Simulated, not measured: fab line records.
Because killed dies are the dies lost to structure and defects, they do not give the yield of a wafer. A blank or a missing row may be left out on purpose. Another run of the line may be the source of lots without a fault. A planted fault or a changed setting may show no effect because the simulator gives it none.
Tool commonality check / flow berkeley-cmos170 / 15 lots, 57 wafers sampled

THE REASON FOR OPENING IT
Of 15 lots, 4 have the reading PLDD_TW flagged at UCB170_PLDD_TW_MEAS_11. Fault-free wafers read 1011, with a standard deviation of 8.8.
Rule: a lot is flagged when every wafer of it that has a number lies more than 4 standard deviations from that mean, or none has a number. The other lots count as sound.

lot=L907; measured=day 6 04:32; on=film-metro-02; PLDD_TW, wafer by wafer=1029 1024 1019; flag=
lot=L906; measured=day 6 04:46; on=film-metro-03; PLDD_TW, wafer by wafer=1006 1005 1004; flag=
lot=L909; measured=day 6 05:01; on=film-metro-03; PLDD_TW, wafer by wafer=1006 1008 1007; flag=
lot=L908; measured=day 6 05:07; on=film-metro-03; PLDD_TW, wafer by wafer=1014 1005 1004; flag=
lot=L910; measured=day 6 15:18; on=film-metro-01; PLDD_TW, wafer by wafer=999 996 994; flag=
lot=L911; measured=day 6 20:44; on=film-metro-03; PLDD_TW, wafer by wafer=1008 1004 1005; flag=
lot=L912; measured=day 6 20:58; on=film-metro-02; PLDD_TW, wafer by wafer=1027 1022 1024; flag=
lot=L914; measured=day 7 09:53; on=film-metro-02; PLDD_TW, wafer by wafer=1014 1016 1021; flag=
lot=L913; measured=day 7 10:07; on=film-metro-02; PLDD_TW, wafer by wafer=1022 1021 1023; flag=
lot=L916; measured=day 7 19:07; on=film-metro-02; PLDD_TW, wafer by wafer=1021 1023 1027; flag=
lot=L915; measured=day 7 19:38; on=film-metro-03; PLDD_TW, wafer by wafer=1009 1010 1007; flag=
lot=L918; measured=day 8 03:26; on=film-metro-02; PLDD_TW, wafer by wafer=895 893 895 896 892 890; flag=FLAGGED
lot=L917; measured=day 8 03:40; on=film-metro-03; PLDD_TW, wafer by wafer=879 877 874 877 879 876; flag=FLAGGED
lot=L920; measured=day 8 17:08; on=film-metro-02; PLDD_TW, wafer by wafer=887 891 885 887 889 888; flag=FLAGGED
lot=L919; measured=day 8 17:23; on=film-metro-03; PLDD_TW, wafer by wafer=877 875 875 876 879 874; flag=FLAGGED
On average the flagged lots' numbers are 884, which is -127 against the usual, or -14 standard deviations.

WHICH TOOL RAN EACH LOT
The record keeps 1 process step preceding the reading, out of 331 steps on the route. Cell contents, in order: the tool; ch with the chambers the sampled wafers went through; the start.
lot=L907; flag=; UCB170_PLDD_IMPLANT_08=implanter-04 ch 0, day 6 04:08
lot=L906; flag=; UCB170_PLDD_IMPLANT_08=implanter-03 ch 0, day 6 04:23
lot=L909; flag=; UCB170_PLDD_IMPLANT_08=implanter-04 ch 0, day 6 04:37
lot=L908; flag=; UCB170_PLDD_IMPLANT_08=implanter-01 ch 0, day 6 04:27
lot=L910; flag=; UCB170_PLDD_IMPLANT_08=implanter-04 ch 0, day 6 14:54
lot=L911; flag=; UCB170_PLDD_IMPLANT_08=implanter-04 ch 0, day 6 20:20
lot=L912; flag=; UCB170_PLDD_IMPLANT_08=implanter-01 ch 0, day 6 20:35
lot=L914; flag=; UCB170_PLDD_IMPLANT_08=implanter-03 ch 0, day 7 09:31
lot=L913; flag=; UCB170_PLDD_IMPLANT_08=implanter-04 ch 0, day 7 09:45
lot=L916; flag=; UCB170_PLDD_IMPLANT_08=implanter-03 ch 0, day 7 18:44
lot=L915; flag=; UCB170_PLDD_IMPLANT_08=implanter-04 ch 0, day 7 19:16
lot=L918; flag=FLAGGED; UCB170_PLDD_IMPLANT_08=implanter-03 ch 0, day 8 03:04
lot=L917; flag=FLAGGED; UCB170_PLDD_IMPLANT_08=implanter-04 ch 0, day 8 03:16
lot=L920; flag=FLAGGED; UCB170_PLDD_IMPLANT_08=implanter-03 ch 0, day 8 16:44
lot=L919; flag=FLAGGED; UCB170_PLDD_IMPLANT_08=implanter-04 ch 0, day 8 17:01
What the steps here do:
- UCB170_PLDD_IMPLANT_08
- UCB170_PLDD_TW_MEAS_11

FLAGGED OVER TOTAL, TOOL BY TOOL (the gauges that took the reading come last)
step=UCB170_PLDD_IMPLANT_08; tool=implanter-01; lots run=2; flagged=0; share of the flagged lots=none; sound lots run after its first flagged lot=-
step=UCB170_PLDD_IMPLANT_08; tool=implanter-03; lots run=5; flagged=2; share of the flagged lots=some; sound lots run after its first flagged lot=0
step=UCB170_PLDD_IMPLANT_08; tool=implanter-04; lots run=8; flagged=2; share of the flagged lots=some; sound lots run after its first flagged lot=0
step=UCB170_PLDD_TW_MEAS_11; tool=film-metro-01; lots run=1; flagged=0; share of the flagged lots=none; sound lots run after its first flagged lot=-
step=UCB170_PLDD_TW_MEAS_11; tool=film-metro-02; lots run=7; flagged=2; share of the flagged lots=some; sound lots run after its first flagged lot=0
step=UCB170_PLDD_TW_MEAS_11; tool=film-metro-03; lots run=7; flagged=2; share of the flagged lots=some; sound lots run after its first flagged lot=0

THE TABLE: WHAT IT ALLOWS
No row of the table ran every flagged lot.

WHAT WAS PUT IN BY THE SIMULATOR
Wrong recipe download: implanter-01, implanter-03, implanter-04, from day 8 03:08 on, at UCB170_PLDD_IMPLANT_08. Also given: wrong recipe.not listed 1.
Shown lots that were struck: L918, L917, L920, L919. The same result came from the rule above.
